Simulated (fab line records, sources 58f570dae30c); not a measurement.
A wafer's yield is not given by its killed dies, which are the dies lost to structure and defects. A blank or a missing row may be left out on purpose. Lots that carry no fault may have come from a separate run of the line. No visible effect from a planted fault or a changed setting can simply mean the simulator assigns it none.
Struck lot and sound lot, side by side :: flow berkeley cmos170 :: 14 steps out of a route of 331
Sound: wafers L956.1, L956.4, L956.5. Wafers L965.1, L965.3, L965.6 were the ones struck. At the end, the cause is stated.
Order at every step that has rows: each side's tool, ch and its chambers, its first start. Under that, the readings that differ: sound wafers :: struck wafers :: difference of the means :: sigmas: that difference in standard deviations of wafers without a fault.
alike: words and numbers the same on both sides, and readings whose means are apart by under 2 such deviations; not compared: readings that were withheld, readings missing a value for some wafer, numbers with overlapping values and no deviation given by the record, and bounds like >300 which may hide the same value.
Wherever a step has rows on one side only, a row that says differs or no value, or a row with sigmas, the two part there. Non-overlapping numbers with no deviation appear without sigmas and do not part them. A reading missing from all wafers of one side parts the sides only when that side holds two or more wafers.

first, 2 steps without rows for these wafers: UCB170_GATE_PEB_10; UCB170_GATE_DEVELOP_11 (develop time 45 s).
UCB170_GATE_CD_MEAS_12: the cd target is 350 nm.
  sound on cd sem-01, day 8 01:54; struck on cd sem-02, day 10 01:41
  alike: cd nm
UCB170_GATE_OVL_MEAS_13:
  sound on overlay-02, day 8 02:01; struck on overlay-01, day 10 01:48
  alike: GATE_OVL
UCB170_GATE_ETCH_14: etches BARC in N2/H2.
  sound on rie diel-03 ch 0,3, day 8 02:03; struck on rie diel-04 ch 0,1,3, day 10 01:50
  alike: drypump motor current A, oes product au, throttle valve pct
UCB170_GATE_ETCH_15: etches poly-Si in HBr/Cl2, stops on SiO2, time 56.3 s, target depth 278.2 nm.
  sound on rie si-02 ch 0,1,3, day 8 02:06; struck on rie si-02 ch 0,1, day 10 01:53
  alike: drypump motor current A, oes product au, throttle valve pct
  not compared: rf hours counter h
UCB170_GATE_STRIP_16: strips in O2.
  sound on plasma asher-01 ch 1, day 8 02:08; struck on plasma asher-02 ch 0,1, day 10 01:56
  alike: drypump motor current A, oes product au
  not compared: rf hours counter h
UCB170_GATE_CD_MEAS_90: the cd target is 350 nm.
  sound on cd sem-02, day 8 02:14; struck on cd sem-02, day 10 02:02
  alike: cd nm
then, 4 steps without rows for these wafers: UCB170_GATE_CLEAN_17 (cleans in SPM, time 600 s); UCB170_PLDD_HMDS_00 (prime time 60 s); UCB170_PLDD_COAT_01 (resist thk 886.4 nm); UCB170_PLDD_SOFTBAKE_02 (time 60 s).
UCB170_PLDD_EXPOSE_03: exposes mask PSELECT, target cd 1200 nm.
  sound on krf scanner-01 ch 0, day 8 03:07; struck on krf scanner-01, day 10 02:54
  no value came back on the struck wafers for exposure dose mJ cm2, focus offset nm (nm); on the sound wafers exposure dose mJ cm2 reads 29.92 29.86 29.88
  alike: mask
then, 1 step without rows for these wafers: UCB170_PLDD_PEB_04.

== WHERE THEY PART ==
Only at UCB170_PLDD_EXPOSE_03, as far as this record shows.

WHY: what had been put in by the simulator
Whole step skipped at UCB170_PLDD_EXPOSE_03 on krf scanner-01, starting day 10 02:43. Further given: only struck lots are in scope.
